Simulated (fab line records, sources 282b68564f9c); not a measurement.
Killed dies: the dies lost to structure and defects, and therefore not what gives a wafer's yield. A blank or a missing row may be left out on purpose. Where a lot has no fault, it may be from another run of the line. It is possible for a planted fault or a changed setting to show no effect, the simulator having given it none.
A struck lot beside a sound one :: flow rit cmos :: 45 steps out of a route of 202
Sound: these wafers, L274.1, L274.3, L274.4. Struck: wafers L276.2, L276.4, L276.5. At the end, the cause is stated.
Each step with rows lists, per side, the tool, then ch with its chambers, then its first start. Under that, the readings that differ: sound wafers :: struck wafers :: difference of the means :: sigmas: that difference in standard deviations of wafers without a fault.
alike: readings with means less than 2 such deviations apart, plus words and numbers identical on both sides. not compared: withheld readings, readings lacking a value on some wafer, bounds such as >300 that could conceal the same value, and numbers that have no deviation in the record and whose values overlap.
The two part at a step that has a row with sigmas, a row that says differs or no value, or rows on one side only. Numbers that have no deviation but don't overlap get no sigmas and don't part them. Lack of a reading on every wafer of one side parts them only where that side has two or more wafers.

first, 2 steps without rows for these wafers: RIT_NRETRO_HARDBAKE_07 (time 120 s); RIT_NRETRO_IMPLANT_08.
RIT_NRETRO_STRIP_09: strips in O2, time 180 s.
  sound on plasma asher-04 ch 0,1, day 2 12:52; struck on plasma asher-02 ch 0,1, day 2 23:14
  alike: drypump motor current A
  not compared: rf hours counter h
RIT_NRETRO_TW_MEAS_10:
  sound: film metro-02 at day 2 13:03; struck: film metro-01 at day 2 23:25
  alike: NRETRO_TW
then, 6 steps without rows for these wafers: RIT_PRETRO_HMDS_00 (prime time 60 s); RIT_PRETRO_COAT_01 (resist thk 1300 nm); RIT_PRETRO_SOFTBAKE_02 (time 60 s); RIT_PRETRO_EXPOSE_03 (exposes mask M5, target cd 43700 nm); RIT_PRETRO_PEB_04; RIT_PRETRO_DEVELOP_05 (develop time 68 s).
RIT_PRETRO_OVL_MEAS_06:
  sound: overlay-02 at day 2 14:07; struck: overlay-01 at day 3 05:19
  alike: PRETRO_OVL
then, 1 step without rows for these wafers: RIT_PRETRO_HARDBAKE_07 (time 120 s).
RIT_PRETRO_IMPLANT_08:
  sound on implanter-02 ch 0, day 2 14:24; struck on implanter-02 ch 0, day 3 05:38
reading: dose ions cm2
sound: 1.1982e+13 1.1988e+13 1.1995e+13
struck: 8.03e+12 8.055e+12 8.057e+12
difference: -3.94e+12
sigmas: -99 or more

reading: faraday current uA
sound: 37.1 38.0 37.5
struck: 25.7 25.5 25.7
difference: -11.9
sigmas: -15
RIT_PRETRO_STRIP_09: strips in O2, time 180 s.
  sound on plasma asher-04 ch 0,1, day 2 14:33; struck on plasma asher-01 ch 0,1, day 3 05:45
  alike: drypump motor current A
  not compared: rf hours counter h
RIT_PRETRO_TW_MEAS_10:
  sound: film metro-02 at day 2 14:44; struck: film metro-04 at day 3 05:56
reading: PRETRO_TW
sound: 468 469 468
struck: 425 423 423
difference: -45
sigmas: -8
then, 5 steps without rows for these wafers: RIT_GATE_WET_ETCH_00 (etches SiO2 in BOE, target depth 56 nm, time 60 s); RIT_GATE_CLEAN_01 (cleans in SC1, time 600 s); RIT_GATE_CLEAN_02 (cleans in dHF, time 30 s); RIT_GATE_CLEAN_03 (cleans in SC2, time 600 s); RIT_GATE_CLEAN_04 (cleans in dHF, time 60 s).
RIT_FOX2_THK_MEAS_91:
  sound: film metro-03 at day 2 15:12; struck: film metro-01 at day 3 06:25
reading: FIELD_OXIDE_LEFT_2_THK (nm)
sound: 266 268 268
struck: 247 249 250
difference: -19
sigmas: -2
then, 2 steps without rows for these wafers: RIT_GATE_OXIDATION_05 (target thk 3 nm, ox time 270 s); RIT_GATE_ANNEAL_06 (time 600 s).
RIT_GATE_THK_MEAS_07:
  sound: film metro-01 at day 2 18:55; struck: film metro-04 at day 3 09:17
  alike: GATE_OXIDE_THK
then, 1 step without rows for these wafers: RIT_GATE_CVD_08 (deposits poly-Si from SiH4, target thk 250 nm, time 2220 s).
RIT_GATE_THK_MEAS_09:
  sound: film metro-03 at day 2 20:35; struck: film metro-01 at day 3 10:58
  alike: GATE_POLY_THK
then, 6 steps without rows for these wafers: RIT_GATE_HMDS_10 (prime time 60 s); RIT_GATE_COAT_11 (resist thk 850 nm); RIT_GATE_SOFTBAKE_12 (time 60 s); RIT_GATE_EXPOSE_13 (exposes mask M6, target cd 150 nm); RIT_GATE_PEB_14; RIT_GATE_DEVELOP_15 (develop time 50 s).
RIT_GATE_CD_MEAS_16: the cd target is 150 nm.
  sound: cd sem-02 at day 2 21:43; struck: cd sem-02 at day 3 12:04
  alike: cd nm
RIT_GATE_OVL_MEAS_17:
  sound: overlay-02 at day 2 21:50; struck: overlay-01 at day 3 12:10
  alike: GATE_OVL
then, 1 step without rows for these wafers: RIT_GATE_HARDBAKE_18 (time 60 s).
RIT_GATE_ETCH_19: etches poly-Si in SF6/CHF3/O2, stops on SiO2, time 165 s, target depth 312.5 nm.
  sound on rie si-01 ch 1,2,3, day 2 22:04; struck on rie si-01 ch 1,3, day 3 12:20
  alike: SF6_flow_sccm, drypump motor current A, he backside leak sccm, oes product au, rf fwd power W, throttle valve pct
  not compared: rf hours counter h
RIT_GATE_STRIP_20: strips in O2, time 180 s.
  sound on plasma asher-03 ch 0,1, day 2 22:10; struck on plasma asher-03 ch 0,1, day 3 12:27
  alike: drypump motor current A
  not compared: rf hours counter h
RIT_GATE_CD_MEAS_90: the cd target is 150 nm.
  sound: cd sem-01 at day 2 22:21; struck: cd sem-01 at day 3 12:39
  alike: cd nm
then, 4 steps without rows for these wafers: RIT_REOX_CLEAN_00 (cleans in SC1, time 600 s); RIT_REOX_CLEAN_01 (cleans in dHF, time 30 s); RIT_REOX_CLEAN_02 (cleans in SC2, time 600 s); RIT_REOX_OXIDATION_03 (target thk 25.2 nm, ox time 5580 s).
RIT_M1_DEVELOP_08: develop time 65.48 s.
  sound: litho track-01 ch 0; struck: litho track-04 ch 0
reading: model.M1.cd nm (nm)
sound: 2599 2600 2599
struck: 2631 2633 2631
difference: +32
sigmas: 
RIT_M1_METAL_ETCH_12: etches Al in Cl2/BCl3, stops on SiO2, time 165 s, target depth 600 nm.
  sound on rie metal-04 ch 0,1, day 3 19:00; struck on rie metal-03 ch 0,1, day 4 07:21
reading: model.M1.cd nm (nm)
sound: 2596 2597 2595
struck: 2633 2633 2634
difference: +37
sigmas: 
  alike: drypump motor current A, he backside leak sccm, oes product au, rf fwd power W, throttle valve pct
  not compared: rf hours counter h
RIT_M1_PROBE_99:
  sound: prober-02 at day 3 21:15; struck: prober-02 at day 4 09:40
reading: model.etest.nmos_0p3.r on ohm um
sound: 2175 2194 2192
struck: 2030 2036 1984
difference: -170
sigmas: 

reading: model.etest.nmos_0p15.r on ohm um
sound: 1153 1195 1220
struck: 1102 1104 1040
difference: -107
sigmas: 

reading: model.etest.nmos turned.drive ua um
sound: 317 308.5 309.9
struck: 393.8 382.1 377.8
difference: +72.8
sigmas: 

reading: model.etest.nmos_0p15.drive ua um
sound: 439.8 442.4 444.4
struck: 514 508.4 508.7
difference: +68
sigmas: 

reading: model.etest.m1.width nm (nm)
sound: 2594 2594 2601
struck: 2626 2633 2638
difference: +36
sigmas: 

reading: model.etest.nmos_0p3.drive ua um
sound: 220.9 224.2 230.4
struck: 256.7 255 253.9
difference: +30.0
sigmas: 

reading: model.etest.nmos narrow.drive ua um
sound: 219.1 221.8 225.1
struck: 254.5 251.8 250.9
difference: +30.4
sigmas: 

reading: model.etest.nmos_0p15.off log10 a um
sound: -10.63 -10.87 -10.73
struck: -8.871 -9.072 -9.223
difference: +1.688
sigmas: 
  alike: killed at front end, killed dies, killed on rim, killed open, killed short

WHERE THEY PART
First at RIT_PRETRO_IMPLANT_08; last, within this record, at RIT_FOX2_THK_MEAS_91. Later steps at which nothing parts them and some readings are alike: RIT_GATE_THK_MEAS_07, RIT_GATE_THK_MEAS_09, RIT_GATE_CD_MEAS_16, RIT_GATE_OVL_MEAS_17, RIT_GATE_ETCH_19, RIT_GATE_STRIP_20, RIT_GATE_CD_MEAS_90, RIT_M1_METAL_ETCH_12, RIT_M1_PROBE_99.

WHY: what had been put in by the simulator
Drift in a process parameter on implanter-02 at RIT_PRETRO_IMPLANT_08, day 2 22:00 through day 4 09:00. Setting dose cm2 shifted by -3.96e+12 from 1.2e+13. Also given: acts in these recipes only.
